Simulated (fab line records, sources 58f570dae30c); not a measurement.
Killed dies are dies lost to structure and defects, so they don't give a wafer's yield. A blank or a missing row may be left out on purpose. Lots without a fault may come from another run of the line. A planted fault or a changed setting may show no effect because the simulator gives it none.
Split-lot experiment | flow berkeley_cmos170 | 5 lots, 23 wafers read, on a route of 331 steps

THE SPLIT
At UCB170_PWELL_IMPLANT_15, the setting energy_kev was moved away from the recipe's 60 on 6 of the 23 wafers read, by -3.5% to +5.3%. The other wafers ran this setting at the recipe's value.

The reading is taken at the split's own step.

THE READING
implant.drp_nm (the simulator's own value, which no gauge read), in nm, at UCB170_PWELL_IMPLANT_15. The file gives no usual value for it.

wafer  | tool, chamber at the split | energy_kev as run | against the recipe | implant.drp_nm, nm | against lot-mates on the recipe
L074.1 | implanter-01, 0            | 60                | recipe             | 64.7               | -
L074.2 | implanter-01, 0            | 60                | recipe             | 64.7               | -
L074.6 | implanter-01, 0            | 60                | recipe             | 64.7               | -
L074.3 | implanter-01, 0            | 63.2              | +5.3%              | 66.48              | +1.78
L074.5 | implanter-01, 0            | 63.2              | +5.3%              | 66.48              | +1.78
L077.1 | implanter-02, 0            | 57.9              | -3.5%              | 63.48              | -1.22
L077.3 | implanter-02, 0            | 57.9              | -3.5%              | 63.48              | -1.22
L077.2 | implanter-02, 0            | 60                | recipe             | 64.7               | -
L077.4 | implanter-02, 0            | 60                | recipe             | 64.7               | -
L077.5 | implanter-02, 0            | 60                | recipe             | 64.7               | -
L079.3 | implanter-02, 0            | 60                | recipe             | 64.7               | -
L079.4 | implanter-02, 0            | 60                | recipe             | 64.7               | -
L079.5 | implanter-02, 0            | 60                | recipe             | 64.7               | -
L081.1 | implanter-01, 0            | 60                | recipe             | 64.7               | -
L081.4 | implanter-01, 0            | 60                | recipe             | 64.7               | -
L081.5 | implanter-01, 0            | 60                | recipe             | 64.7               | -
L081.2 | implanter-01, 0            | 62.93             | +4.9%              | 66.34              | +1.64
L081.3 | implanter-01, 0            | 62.93             | +4.9%              | 66.34              | +1.64
L084.1 | implanter-03, 0            | 60                | recipe             | 64.7               | -
L084.3 | implanter-03, 0            | 60                | recipe             | 64.7               | -
L084.4 | implanter-03, 0            | 60                | recipe             | 64.7               | -
L084.5 | implanter-03, 0            | 60                | recipe             | 64.7               | -
L084.6 | implanter-03, 0            | 60                | recipe             | 64.7               | -

THE FIT
A straight line over all 23 wafers: implant.drp_nm changes by +0.338 nm for each +1% of energy_kev; r = +1.00; the points scatter about the line by 0.012 nm.
The same after taking each lot's own level away (the mean of its wafers on the recipe; 23 wafers): +0.338 nm for each +1%; r = +1.00; scatter 0.012 nm.
On that fit, the largest move of energy_kev shifts the reading by 1.8 nm.
The lots' own levels span 64.700 to 64.700 nm.
So the lot-to-lot level changes the slope little: the two slopes agree.
Check: with one of the wafers moved furthest among these (+5.3%) left out of the fit, the line predicts +1.8 nm for it against its lot-mates. It came out at +1.78 nm against them.

OTHER SPLITS ON THESE WAFERS
These wafers also went through other splits before the reading. Each is held against what the fit with the lots' levels taken away leaves over:
other split on the same wafers      | wafers away from the commonest value | r with implant.drp_nm (lot level and that fit taken away)
UCB170_START_OXIDATION_02 ox_time_s | 18                                   | -0.10
UCB170_PWELL_CVD_05 pressure_mtorr  | 10                                   | -0.24

THE WHOLE CHAIN: every reading that the file lists as answering this split, in the file's order
step                    | what it does | reading                                                         | change (the file's fit)               | r (the file's)
UCB170_PWELL_IMPLANT_15 |              | implant.rp_nm (the simulator's own value, which no gauge read)  | +2.3 nm for each +1% of the setting   | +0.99
UCB170_PWELL_IMPLANT_15 |              | implant.drp_nm (the simulator's own value, which no gauge read) | +0.338 nm for each +1% of the setting | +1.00

THE FILE'S OWN FIT
implant.drp_nm changes by +0.338 nm for each +1% of energy_kev, r = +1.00.
